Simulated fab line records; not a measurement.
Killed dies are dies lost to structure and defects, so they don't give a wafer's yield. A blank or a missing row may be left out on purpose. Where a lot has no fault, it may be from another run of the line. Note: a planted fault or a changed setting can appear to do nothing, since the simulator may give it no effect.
fab line records + flow berkeley-cmos170
record
- lots=15
- wafers=45
- last-day=12
route steps=331 shown PWELL@39
lots with no fault: from the same line, run without faults
start-h: the number of hours between the record's first day and the start of the first shown wafer of the lot + wait-h: hours since the lot's step before + " as in the row above + L1.1+2: a single row standing in for several wafers + - no value, or no start was given + * or withheld: withheld + < > ~ a bound
route shown NAME@n: a module of which the file shows steps, and the number in the route of the first + usual: mean/standard deviation taken from wafers without a fault + same: alike in all rows + chamber/n: place in a boat + sites: each site's reading + _std_site: standard deviation across them + _edge_site: mean of outer sites minus mean of inner sites + radius-mm: for every site, how far away it sits from the centre of the wafer + mask NAME#n: copy n + behind: tool/chamber where the wafer was last shaped + hold: the reason the lot was held/the length of the hold in hours/how it ended + device: which transistor (n, p or np) failed to switch + end of line: at the end of the route, the tests of the same wafers + a step given without rows: its recipe and nothing more + killed: at the first sort, the dies lost to defects and structure; wafer yield is something else + map: per-die view of a wafer (x killed, . not killed, _ where there is no die)
set.NAME: the run value of the setting; set.NAME@STEP: its run value at that earlier step + model.NAME: the simulator's own value behind a step, which no gauge read
route steps across a sampled set of lots; one table per step, one row per wafer
services: a tool's chamber out of use, with start hour (start-h, from the record's first day; less than 0 if before it), hours out, and reason
## steps
# step UCB170_PWELL_CVD_05
# recipe
- material=Si3N4
- target-thk-nm=220
- temp-c=800
- precursor=SiH2Cl2/NH3
- time-s=3300
- pressure-mtorr=200
- sih2cl2-flow-sccm=25
- nh3-flow-sccm=75
# usual
- spike-tc-source-C=825.2/2.1
| lot.wafer | tool     | chamber | start-h | wait-h | spike-tc-source-C |
|-----------|----------|---------|---------|--------|-------------------|
| L309.2    | lpcvd-02 | 1       | 40.43   | 0.0    | 822.0             |
| L309.4    | "        | 1       | "       | "      | 823.2             |
| L309.6    | "        | 1       | "       | "      | 823.5             |
| L310.2    | lpcvd-01 | 0       | 44.95   | 0.2    | 828.3             |
| L310.3    | "        | 0       | "       | "      | 827.8             |
| L310.5    | "        | 0       | "       | "      | 829.0             |
| L312.2    | lpcvd-02 | 1       | 57.53   | 0.7    | 823.6             |
| L312.4    | "        | 1       | "       | "      | 823.4             |
| L312.6    | "        | 1       | "       | "      | 823.0             |
| L313.1    | lpcvd-02 | 1       | 62.94   | 0.0    | 821.9             |
| L313.2    | "        | 1       | "       | "      | 823.7             |
| L313.3    | "        | 1       | "       | "      | 822.7             |
| L314.1    | lpcvd-01 | 1       | 69.54   | 0.0    | 824.9             |
| L314.2    | "        | 1       | "       | "      | 824.5             |
| L314.5    | "        | 1       | "       | "      | 826.3             |
| L316.1    | lpcvd-01 | 1       | 83.36   | 0.0    | 825.1             |
| L316.2    | "        | 1       | "       | "      | 825.3             |
| L316.6    | "        | 1       | "       | "      | 826.9             |
| L318.1    | lpcvd-01 | 1       | 92.35   | 0.0    | 827.7             |
| L318.3    | "        | 1       | "       | "      | 825.7             |
| L318.5    | "        | 1       | "       | "      | 826.0             |
| L319.1    | lpcvd-01 | 0       | 92.35   | 0.0    | 829.9             |
| L319.3    | "        | 0       | "       | "      | 829.1             |
| L319.6    | "        | 0       | "       | "      | 827.8             |
| L321.1    | lpcvd-01 | 1       | 104.32  | 2.1    | 825.9             |
| L321.2    | "        | 1       | "       | "      | 824.8             |
| L321.5    | "        | 1       | "       | "      | 823.0             |
| L325.2    | lpcvd-01 | 0       | 122.78  | 1.2    | 828.6             |
| L325.3    | "        | 0       | "       | "      | 827.3             |
| L325.4    | "        | 0       | "       | "      | 827.4             |
| L327.2    | lpcvd-01 | 1       | 136.16  | 0.0    | 822.6             |
| L327.3    | "        | 1       | "       | "      | 824.2             |
| L327.6    | "        | 1       | "       | "      | 824.2             |
| L328.2    | lpcvd-02 | 0       | 146.20  | 0.0    | 822.5             |
| L328.3    | "        | 0       | "       | "      | 826.1             |
| L328.6    | "        | 0       | "       | "      | 824.1             |
| L330.2    | lpcvd-01 | 1       | 154.28  | 1.2    | 825.2             |
| L330.3    | "        | 1       | "       | "      | 825.5             |
| L330.6    | "        | 1       | "       | "      | 824.6             |
| L331.2    | lpcvd-02 | 0       | 157.71  | 0.1    | 825.0             |
| L331.3    | "        | 0       | "       | "      | 825.9             |
| L331.4    | "        | 0       | "       | "      | 824.7             |
| L332.3    | lpcvd-02 | 0       | 162.48  | 0.0    | 825.9             |
| L332.4    | "        | 0       | "       | "      | 825.5             |
| L332.5    | "        | 0       | "       | "      | 824.1             |
# step UCB170_PWELL_THK_MEAS_06
# recipe
- reads=Si3N4_of_PWELL_CVD_05
# usual
- PWELL_NITRIDE_THK=220.3/2.1
| lot.wafer | tool          | chamber | start-h | wait-h | PWELL_NITRIDE_THK[nm] |
|-----------|---------------|---------|---------|--------|-----------------------|
| L309.2    | film-metro-04 | -       | 42.36   | 0.0    | 218.0                 |
| L309.4    | "             | -       | "       | "      | 221.7                 |
| L309.6    | "             | -       | "       | "      | 219.9                 |
| L310.2    | film-metro-02 | -       | 46.87   | 0.0    | 219.7                 |
| L310.3    | "             | -       | "       | "      | 219.0                 |
| L310.5    | "             | -       | "       | "      | 221.5                 |
| L312.2    | film-metro-03 | -       | 59.45   | 0.0    | 219.1                 |
| L312.4    | "             | -       | "       | "      | 217.2                 |
| L312.6    | "             | -       | "       | "      | 222.2                 |
| L313.1    | film-metro-02 | -       | 64.86   | 0.0    | 222.9                 |
| L313.2    | "             | -       | "       | "      | 220.8                 |
| L313.3    | "             | -       | "       | "      | 222.8                 |
| L314.1    | film-metro-03 | -       | 71.48   | 0.0    | 224.0                 |
| L314.2    | "             | -       | "       | "      | 221.7                 |
| L314.5    | "             | -       | "       | "      | 223.0                 |
| L316.1    | film-metro-04 | -       | 86.23   | 0.0    | 222.2                 |
| L316.2    | "             | -       | "       | "      | 220.8                 |
| L316.6    | "             | -       | "       | "      | 221.2                 |
| L318.1    | film-metro-03 | -       | 95.24   | 0.0    | 218.9                 |
| L318.3    | "             | -       | "       | "      | 221.5                 |
| L318.5    | "             | -       | "       | "      | 218.6                 |
| L319.1    | film-metro-04 | -       | 95.28   | 0.1    | 219.7                 |
| L319.3    | "             | -       | "       | "      | 219.3                 |
| L319.6    | "             | -       | "       | "      | 218.8                 |
| L321.1    | film-metro-02 | -       | 106.24  | 0.0    | 218.8                 |
| L321.2    | "             | -       | "       | "      | 218.9                 |
| L321.5    | "             | -       | "       | "      | 220.5                 |
| L325.2    | film-metro-02 | -       | 124.71  | 0.2    | 180.9                 |
| L325.3    | "             | -       | "       | "      | 181.8                 |
| L325.4    | "             | -       | "       | "      | 180.9                 |
| L327.2    | film-metro-04 | -       | 138.09  | 0.2    | 183.5                 |
| L327.3    | "             | -       | "       | "      | 184.6                 |
| L327.6    | "             | -       | "       | "      | 183.6                 |
| L328.2    | film-metro-03 | -       | 148.18  | 0.1    | 221.5                 |
| L328.3    | "             | -       | "       | "      | 222.7                 |
| L328.6    | "             | -       | "       | "      | 222.4                 |
| L330.2    | film-metro-02 | -       | 156.21  | 0.2    | 184.8                 |
| L330.3    | "             | -       | "       | "      | 183.4                 |
| L330.6    | "             | -       | "       | "      | 184.4                 |
| L331.2    | film-metro-02 | -       | 159.64  | 0.0    | 219.9                 |
| L331.3    | "             | -       | "       | "      | 220.2                 |
| L331.4    | "             | -       | "       | "      | 220.8                 |
| L332.3    | film-metro-04 | -       | 164.42  | 0.0    | 219.5                 |
| L332.4    | "             | -       | "       | "      | 219.4                 |
| L332.5    | "             | -       | "       | "      | 219.5                 |
# step UCB170_PWELL_ETCH_14
# recipe
- chemistry=CH3F/Ar/O2
- target=Si3N4
- stop-on=SiO2
- CH3F_flow_sccm=20
- Ar_flow_sccm=50
- O2_flow_sccm=7
- pressure-mtorr=50
- rf-w=450
- target-depth-a=2420
- over-etch-frac=0.1
- time-s=151
# usual
- drypump-motor-current-A=5.8/0.5
- oes-product-au=0.940/0.013
- throttle-valve-pct=8.10/0.16
| lot.wafer | tool        | chamber | start-h | wait-h | drypump-motor-current-A | oes-product-au | rf-hours-counter-h | throttle-valve-pct |
|-----------|-------------|---------|---------|--------|-------------------------|----------------|--------------------|--------------------|
| L309.2    | rie-diel-02 | 0       | 44.68   | 0.0    | 5.4                     | 0.935          | 151                | 8.23               |
| L309.4    | "           | 0       | "       | "      | 5.4                     | 0.938          | -                  | 8.22               |
| L309.6    | "           | 2       | "       | "      | 5.9                     | 0.935          | -                  | 8.27               |
| L310.2    | rie-diel-04 | 2       | 48.08   | 0.0    | 4.7                     | 0.946          | 170                | 7.98               |
| L310.3    | "           | 3       | "       | "      | 5.9                     | 0.950          | 167                | 8.01               |
| L310.5    | "           | 2       | "       | "      | 4.7                     | 0.965          | -                  | 7.98               |
| L312.2    | rie-diel-04 | 2       | 61.05   | 0.0    | 4.7                     | 0.953          | 170                | 7.99               |
| L312.4    | "           | 3       | "       | "      | 5.9                     | 0.948          | 168                | 8.03               |
| L312.6    | "           | 2       | "       | "      | 4.8                     | 0.951          | -                  | 8.00               |
| L313.1    | rie-diel-04 | 0       | 66.13   | 0.0    | 6.3                     | 0.964          | 26                 | 8.31               |
| L313.2    | "           | 3       | "       | "      | 5.9                     | 0.959          | 168                | 8.03               |
| L313.3    | "           | 1       | "       | "      | 5.8                     | 0.944          | 2                  | 7.79               |
| L314.1    | rie-diel-02 | 2       | 72.65   | 0.0    | 5.8                     | 0.947          | 52                 | 8.28               |
| L314.2    | "           | 3       | "       | "      | 5.9                     | 0.928          | 1                  | 8.12               |
| L314.5    | "           | 0       | "       | "      | 5.4                     | 0.953          | -                  | 8.22               |
| L316.1    | rie-diel-03 | 0       | 87.30   | 0.0    | 6.3                     | 0.940          | 120                | 8.10               |
| L316.2    | "           | 3       | "       | "      | 6.5                     | 0.949          | 94                 | 8.21               |
| L316.6    | "           | 0       | "       | "      | 6.3                     | 0.952          | -                  | 8.11               |
| L318.1    | rie-diel-02 | 1       | 96.92   | 0.0    | 5.4                     | 0.927          | 1                  | 8.14               |
| L318.3    | "           | 3       | "       | "      | 5.9                     | 0.935          | 2                  | 8.11               |
| L318.5    | "           | 2       | "       | "      | 5.8                     | 0.924          | -                  | 8.29               |
| L319.1    | rie-diel-04 | 1       | 96.96   | 0.0    | 5.8                     | 0.933          | 3                  | 7.80               |
| L319.3    | "           | 0       | "       | "      | 6.4                     | 0.943          | 28                 | 8.33               |
| L319.6    | "           | 3       | "       | "      | 5.9                     | 0.955          | -                  | 8.03               |
| L321.1    | rie-diel-03 | 3       | 107.65  | 0.0    | 6.5                     | 0.946          | 96                 | 8.21               |
| L321.2    | "           | 2       | "       | "      | 5.2                     | 0.948          | 162                | 8.26               |
| L321.5    | "           | 1       | "       | "      | 6.1                     | 0.949          | -                  | 7.96               |
| L325.2    | rie-diel-03 | 3       | 125.64  | 0.0    | 6.5                     | 0.852          | 97                 | 8.20               |
| L325.3    | "           | 1       | "       | "      | 6.1                     | 0.849          | 71                 | 7.96               |
| L325.4    | "           | 0       | "       | "      | 6.3                     | 0.835          | -                  | 8.09               |
| L327.2    | rie-diel-03 | 0       | 139.31  | 0.0    | 6.3                     | 0.851          | 123                | 8.10               |
| L327.3    | "           | 1       | "       | "      | 6.1                     | 0.856          | 72                 | 7.97               |
| L327.6    | "           | 1       | "       | "      | 6.1                     | 0.853          | -                  | 7.98               |
| L328.2    | rie-diel-03 | 2       | 149.34  | 0.0    | 5.2                     | 0.939          | 1                  | 8.25               |
| L328.3    | "           | 3       | "       | "      | 6.5                     | 0.955          | 98                 | 8.22               |
| L328.6    | "           | 3       | "       | "      | 6.4                     | 0.955          | -                  | 8.21               |
| L330.2    | rie-diel-03 | 3       | 157.69  | 0.0    | 6.5                     | 0.856          | 99                 | 8.21               |
| L330.3    | "           | 0       | "       | "      | 6.3                     | 0.843          | 125                | 8.09               |
| L330.6    | "           | 1       | "       | "      | 6.1                     | 0.840          | -                  | 7.96               |
| L331.2    | rie-diel-04 | 3       | 160.69  | 0.0    | 5.9                     | 0.932          | 2                  | 8.01               |
| L331.3    | "           | 1       | "       | "      | 5.8                     | 0.931          | 7                  | 7.81               |
| L331.4    | "           | 2       | "       | "      | 4.7                     | 0.922          | 3                  | 8.00               |
| L332.3    | rie-diel-02 | 1       | 165.46  | 0.0    | 5.4                     | 0.931          | 5                  | 8.15               |
| L332.4    | "           | 1       | "       | "      | 5.4                     | 0.922          | -                  | 8.14               |
| L332.5    | "           | 2       | "       | "      | 5.8                     | 0.929          | -                  | 8.29               |
## services
| tool        | chamber | start-h | hours | kind                   |
|-------------|---------|---------|-------|------------------------|
| rie-diel-02 | 2       | 18.20   | 6.9   | repair                 |
| rie-diel-04 | 1       | 19.39   | -     | clean                  |
| rie-diel-04 | 1       | 19.39   | 16.2  | scheduled-down         |
| rie-diel-04 | 1       | 19.39   | 16.2  | vent-cycle             |
| rie-diel-02 | 0       | 21.56   | 6.4   | repair                 |
| rie-diel-02 | 3       | 27.96   | -     | clean                  |
| rie-diel-02 | 3       | 27.96   | -     | consumable-replace:esc |
| rie-diel-02 | 3       | 27.96   | 23.6  | scheduled-down         |
| rie-diel-02 | -       | 61.18   | 2.0   | repair                 |
| rie-diel-04 | 2       | 78.69   | -     | clean                  |
| rie-diel-04 | 2       | 78.69   | 23.7  | scheduled-down         |
| rie-diel-04 | 2       | 78.69   | 23.7  | vent-cycle             |
| rie-diel-02 | 2       | 101.81  | 34.6  | repair                 |
| rie-diel-04 | 3       | 102.43  | -     | clean                  |
| rie-diel-04 | 3       | 102.43  | 22.6  | scheduled-down         |
| rie-diel-04 | 3       | 102.43  | 22.6  | vent-cycle             |
| rie-diel-03 | 2       | 108.76  | -     | clean                  |
| rie-diel-03 | 2       | 108.76  | 17.3  | scheduled-down         |
| rie-diel-03 | 2       | 108.76  | 17.3  | vent-cycle             |
| rie-diel-04 | 2       | 112.64  | 2.5   | repair                 |
| rie-diel-03 | -       | 130.47  | 2.8   | pm                     |
| rie-diel-04 | 2       | 142.40  | 5.3   | repair                 |
| rie-diel-03 | 2       | 149.59  | 6.0   | repair                 |
| rie-diel-04 | -       | 149.81  | 0.8   | repair                 |
## key
first-sign
- step=UCB170_PWELL_THK_MEAS_06
- reading=PWELL_NITRIDE_THK
- direction=down
- sigmas=18
- usual=220.3
- struck=183.1
effect
- step=UCB170_PWELL_ETCH_14
- reading=oes-product-au
- direction=down
- sigmas=7.3
- usual=0.940
- struck=0.848
met-at UCB170_PWELL_CVD_05
struck-lots L325,L327,L330
tester-left-out L325,L327,L330
onset-between 104.32 122.78
fault
- kind=process-parameter-drift
- tool=lpcvd-01
- chamber=-
- onset-h=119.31
- steps=UCB170_PWELL_CVD_05
- channel=time-s
- offset=*
- shape=step
- end-h=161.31
- acts-in=*
- stated=*
# tester-left-out: of these lots the tester's yield and bins aren't shown, on N5 and GAA mostly nor the transistor test; their killed dies are dies lost to structure and defects alone, not to doping, threshold or leakage, so they don't give the yield
